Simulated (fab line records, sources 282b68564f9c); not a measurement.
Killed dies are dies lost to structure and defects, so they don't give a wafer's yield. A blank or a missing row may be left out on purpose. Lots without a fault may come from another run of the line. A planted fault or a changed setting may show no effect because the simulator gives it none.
Problem report in the 8D (eight disciplines) form, filled by code | flow rit_cmos | the parts of the form that need people (team, actions taken, sign-off) are left out

1. THE PROBLEM
run_length_s at RIT_CONTACT_CLEAN_13 reads a mean of 657 s on 6 wafers of 2 lots; wafers without a fault read 628 s with a standard deviation of 3. That is +9.7 standard deviations from the usual mean.
The step: cleans in SC1, time 600 s.
First seen on wafer L588.1, day 5 21:57, on wet_bench-04. The record holds 42 wafers of 14 lots with a number at this step. Rule for "out", or "out of limits": more than 4 standard deviations from the usual mean. The other wafers with a number count as sound.

2. WHAT IT IS AND WHAT IT IS NOT
question                    | is                     | is not
which readings at this step | run_length_s           | -
which lots                  | L588, L589             | L576, L577, L579, L580, L585, L586, L591, L592, L593, L596, L597, L599
which wafers of those lots  | all that have a number | -
read on which tools         | wet_bench-04           | wet_bench-02, wet_bench-03
when                        | from day 5 21:57       | up to then (18 sound wafers); but 18 sound wafers of L591, L592, L593, L596, L597, L599 came after

3. SUSPECTS, AND WHAT RULES EACH OUT
Counting: a tool at a process step up to the reading stays a suspect if it ran every lot that is out and no sound lot after the first of them.
- wet_bench-04 at RIT_CONTACT_CLEAN_13 (cleans in SC1, time 600 s): ruled out as a lasting fault. Sound lots L593 ran on it after its first lot that is out, L588 (day 5 21:57).
Left after counting: nothing in the record.

4. THE CAUSE (what the simulator had put in)
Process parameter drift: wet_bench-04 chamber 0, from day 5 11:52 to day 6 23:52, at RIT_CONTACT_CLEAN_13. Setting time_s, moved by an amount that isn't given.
Counting ruled it out, wrongly.

5. THE CHAIN OF EFFECTS, in route order
Each row: a reading whose mean over the struck wafers that have a number lies more than 3 standard deviations from the usual. Only readings for which the record gives a usual standard deviation are gone through. hours: the time from each lot's start at the first step in this table that gives one to its start at this step, as a median over the lots. sigmas: the change in usual standard deviations.
hours | step                 | reading      | usual | on struck wafers | change | sigmas
0     | RIT_CONTACT_CLEAN_13 | run_length_s | 628 s | 657              | +29    | +9.7
The process steps in it:
- RIT_CONTACT_CLEAN_13: cleans in SC1, time 600 s.

6. WHAT WOULD HAVE CAUGHT IT SOONER
In this record the first reading out of limits was taken at day 5 21:57, 10 hours after the fault began at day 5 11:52.
